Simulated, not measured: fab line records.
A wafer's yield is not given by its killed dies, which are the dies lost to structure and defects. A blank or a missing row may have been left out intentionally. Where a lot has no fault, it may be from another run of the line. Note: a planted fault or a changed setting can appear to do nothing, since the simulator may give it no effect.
Which tool was responsible? || flow rit cmos || Sampling: 7 lots, 21 wafers, 2 of 202 route steps

## WHAT THE GAUGES SHOWED, per wafer
RIT_NSD_TW_MEAS_10.
{"lot": "L208", "measured": "day 3 10:37", "on": "film metro-04", "NSD_TW": "3117 3125 3109"}
{"lot": "L211", "measured": "day 4 02:41", "on": "film metro-02", "NSD_TW": "3116 3105 3104"}
{"lot": "L213", "measured": "day 4 11:05", "on": "film metro-03", "NSD_TW": "3106 3109 3105"}
{"lot": "L216", "measured": "day 5 02:30", "on": "film metro-02", "NSD_TW": "3119 3118 3135"}
{"lot": "L222", "measured": "day 6 07:59", "on": "film metro-04", "NSD_TW": "30 30 30"}
{"lot": "L225", "measured": "day 6 22:16", "on": "film metro-04", "NSD_TW": "3114 3112 3130"}
{"lot": "L230", "measured": "day 7 21:01", "on": "film metro-04", "NSD_TW": "3116 3096 3130"}

## WHAT TOOL EACH LOT RAN ON (gives the tool, then ch and the chambers of the sampled wafers, and finally the start)
{"lot": "L208", "RIT_NSD_DEVELOP_05": "litho track-03 ch 0, day 3 09:00"}
{"lot": "L211", "RIT_NSD_DEVELOP_05": "litho track-04 ch 0, day 4 01:00"}
{"lot": "L213", "RIT_NSD_DEVELOP_05": "litho track-02 ch 0, day 4 10:00"}
{"lot": "L216", "RIT_NSD_DEVELOP_05": "litho track-02 ch 0, day 5 01:00"}
{"lot": "L222", "RIT_NSD_DEVELOP_05": "litho track-03 ch 0, day 6 07:00"}
{"lot": "L225", "RIT_NSD_DEVELOP_05": "litho track-04 ch 0, day 6 21:00"}
{"lot": "L230", "RIT_NSD_DEVELOP_05": "litho track-02 ch 0, day 7 20:00"}
- RIT_NSD_DEVELOP_05: develop time 50 s.

## THE ANSWER, worked out from the rows above alone
Rule: the lots themselves supply what counts as usual. Put in order of their means at a reading, lots are off if they are a third of the lots or fewer, leave a main group of 4 or more, and stand apart from it by a gap of 3 or more times the standard deviation of the main group's means; of several such gaps the widest counts. If all means in a main group match to the digits the tables above print for the reading, that group is not used. Also off: a lot with no number at a reading for which 4 or more lots have one. The other lots that the step has rows for count as sound.
Off: L222, at RIT_NSD_TW_MEAS_10 (NSD_TW). The main group: mean 3115, standard deviation 6.
If a tool, at a process step before that reading, ran all the lots that are off and no sound lot after the first of them, it fits. Those tools and the gauges at RIT_NSD_TW_MEAS_10 are tried in the same way. One fits: RIT_NSD_DEVELOP_05 on litho track-03. Its last sound lot is L208 (day 3 09:00), its first lot that is off L222 (day 6 07:00): a fault that began between those two fits.

## WHAT THE SIMULATOR HAD INSERTED
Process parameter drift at RIT_NSD_DEVELOP_05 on litho track-03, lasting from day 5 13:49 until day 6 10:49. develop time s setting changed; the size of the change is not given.
Lots struck among those shown: L222. The same result came from the rule above.
